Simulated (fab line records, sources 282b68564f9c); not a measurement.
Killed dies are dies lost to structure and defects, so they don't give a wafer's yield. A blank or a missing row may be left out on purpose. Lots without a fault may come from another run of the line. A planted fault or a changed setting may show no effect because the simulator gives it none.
Which tool did it? | flow rit_cmos | 7 lots, 21 wafers sampled, at 2 steps of a route of 202

WHAT THE GAUGES READ, wafer by wafer
RIT_PSD_TW_MEAS_10.
lot  | measured    | on            | PSD_TW
L898 | day 3 12:40 | film_metro-01 | 3436 3430 3431
L900 | day 3 20:56 | film_metro-04 | 3415 3418 3414
L902 | day 4 06:33 | film_metro-04 | 3425 3441 3439
L910 | day 6 01:28 | film_metro-03 | 3297 3310 3312
L914 | day 6 19:26 | film_metro-04 | 3426 3440 3439
L916 | day 7 05:29 | film_metro-04 | 3413 3433 3415
L918 | day 7 15:49 | film_metro-03 | 3461 3454 3463

WHICH TOOL RAN EACH LOT (tool, then ch and the chambers of the sampled wafers, then the start)
lot  | RIT_PSD_IMPLANT_08
L898 | implanter-03 ch 0, day 3 12:22
L900 | implanter-02 ch 0, day 3 20:37
L902 | implanter-01 ch 0, day 4 06:15
L910 | implanter-01 ch 0, day 6 01:00
L914 | implanter-02 ch 0, day 6 19:08
L916 | implanter-02 ch 0, day 7 05:10
L918 | implanter-02 ch 0, day 7 15:31
- RIT_PSD_IMPLANT_08

THE ANSWER, worked out from the rows above alone
Rule: what is usual is taken from the lots themselves. Put in order of their means at a reading, lots are off if they are a third of the lots or fewer, leave a main group of 4 or more, and stand apart from it by a gap of 3 or more times the standard deviation of the main group's means; of several such gaps the widest counts. A main group whose means are all the same, to the digits that the tables above print for the reading, isn't used. A lot without any number at a reading at which 4 lots or more have one is off too. The other lots that the step has rows for count as sound.
Off: L910, at RIT_PSD_TW_MEAS_10 (PSD_TW). The main group: mean 3433, standard deviation 14.
A tool fits if, at a process step before that reading, it ran every lot that is off, and no sound lot after the first of them. The gauges at RIT_PSD_TW_MEAS_10 are tried like those tools. One fits: implanter-01 at RIT_PSD_IMPLANT_08. Its last sound lot is L902 (day 4 06:15), its first lot that is off L910 (day 6 01:00): a fault that began between those two fits.

WHAT THE SIMULATOR HAD PUT IN
Process parameter drift: implanter-01, from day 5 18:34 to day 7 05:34, at RIT_PSD_IMPLANT_08. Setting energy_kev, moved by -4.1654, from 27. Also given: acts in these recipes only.
Lots struck among those shown: L910. The rule above found the same.
